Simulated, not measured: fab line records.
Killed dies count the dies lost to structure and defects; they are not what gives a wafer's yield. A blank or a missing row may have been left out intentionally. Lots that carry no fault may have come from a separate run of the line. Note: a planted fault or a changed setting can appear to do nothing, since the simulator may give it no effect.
Split-lot study	flow berkeley-cmos170	23 wafers read across 5 lots, on a route 331 steps long

## THE SPLIT ITSELF
At UCB170_CONTACT_EXPOSE_12 (exposes mask CONT, target cd 700 nm), the setting dose-mj was moved away from the recipe's 35 on 7 of the 23 wafers read, by -4.3% to +7.4%. All remaining wafers had this setting at the recipe value.

## FROM THE SPLIT TO THE READING: what the file shows between them, 6 steps
- UCB170_CONTACT_PEB_13
- UCB170_CONTACT_DEVELOP_14: develop time 45 s
- UCB170_CONTACT_CD_MEAS_15: target cd 700 nm
- UCB170_CONTACT_ETCH_17: etches BARC in N2/H2
- UCB170_CONTACT_ETCH_18: etches PSG in CHF3/CF4/Ar, stops on TiSi2, target depth 840 nm, time 195 s
- UCB170_CONTACT_STRIP_19: strips in O2

## THE READING
cd-nm (nm) at UCB170_CONTACT_CD_MEAS_90, where the cd target is 700 nm. A value of 700.7 nm with a standard deviation of 1.8 nm is what fault-free wafers of this fab line usually give.

wafer	tool, chamber at the split	dose-mj as run	against the recipe	cd-nm, nm	against lot-mates on the recipe
L076.1	krf-scanner-01, 0	35	recipe	699.7	-
L076.4	krf-scanner-01, 0	35	recipe	699.1	-
L076.6	krf-scanner-01, 0	35	recipe	698.3	-
L079.1	krf-scanner-01, 0	35	recipe	698.6	-
L079.2	krf-scanner-01, 0	33.5	-4.3%	693.1	-5.9
L079.3	krf-scanner-01, 0	35	recipe	698.7	-
L079.4	krf-scanner-01, 0	33.5	-4.3%	690.6	-8.4
L079.5	krf-scanner-01, 0	35	recipe	699.7	-
L081.1	krf-scanner-01, 0	35	recipe	702.8	-
L081.2	krf-scanner-01, 0	35	recipe	703.3	-
L081.3	krf-scanner-01, 0	35	recipe	704.1	-
L081.5	krf-scanner-01, 0	35	recipe	701.8	-
L081.6	krf-scanner-01, 0	35	recipe	703.6	-
L084.1	krf-scanner-02, 0	35	recipe	700.2	-
L084.2	krf-scanner-02, 0	35	recipe	699.1	-
L084.4	krf-scanner-02, 0	33.72	-3.7%	693.0	-7.2
L084.5	krf-scanner-02, 0	33.72	-3.7%	691.8	-8.4
L084.6	krf-scanner-02, 0	35	recipe	701.3	-
L082.2	krf-scanner-01, 0	35	recipe	703.4	-
L082.3	krf-scanner-01, 0	37.59	+7.4%	714.0	+11.2
L082.4	krf-scanner-01, 0	37.59	+7.4%	716.4	+13.6
L082.5	krf-scanner-01, 0	37.59	+7.4%	715.8	+13.0
L082.6	krf-scanner-01, 0	35	recipe	702.3	-

THE FIT
A straight line over all 23 wafers: cd-nm changes by +2.03 nm for each +1% of dose-mj; r = +0.96; the points scatter about the line by 1.9 nm.
The same after taking each lot's own level away (the mean of its wafers on the recipe; 23 wafers): +1.75 nm for each +1%; r = +0.99; scatter 0.95 nm.
Per that fit: largest dose-mj move, reading shift of 13 nm.
Measured against the standard deviation above, the lots' own levels, which go from 699.00 to 703.12 nm, span 2.3 times it.
So the slope is not independent of the lot-to-lot level: the two fits are not the same.
Check: with one of the wafers moved furthest among these (+7.4%) left out of the fit, the line predicts +13.4 nm for it against its lot-mates. Against them it came out at +11.2 nm.

## OTHER SPLITS ON THESE WAFERS
Other splits were also applied to these wafers ahead of the reading. Each is held against what the fit with the lots' levels taken away leaves over:
other split on the same wafers	wafers away from the commonest value	r with cd-nm (lot level and that fit taken away)
UCB170_SDANNEAL_RTA_00 time-s	6	-0.37
UCB170_CONTACT_COAT_04 spin-rpm	10	-0.37

## THE WHOLE CHAIN: every reading that the file lists as answering this split, in the file's order
step	what it does	reading	change (the file's fit)	r (the file's)
UCB170_CONTACT_CD_MEAS_15	target cd 700 nm	cd-nm	+1.75 nm for each +1% of the setting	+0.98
UCB170_CONTACT_ETCH_17	etches BARC in N2/H2	CONTACT.cd-nm (the simulator's own value, which no gauge read)	+1.76 nm for each +1% of the setting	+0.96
UCB170_CONTACT_CD_MEAS_90	target cd 700 nm	cd-nm	+1.75 nm for each +1% of the setting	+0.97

## FILE'S OWN FIT
cd-nm changes by +1.75 nm for each +1% of dose-mj, r = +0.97.
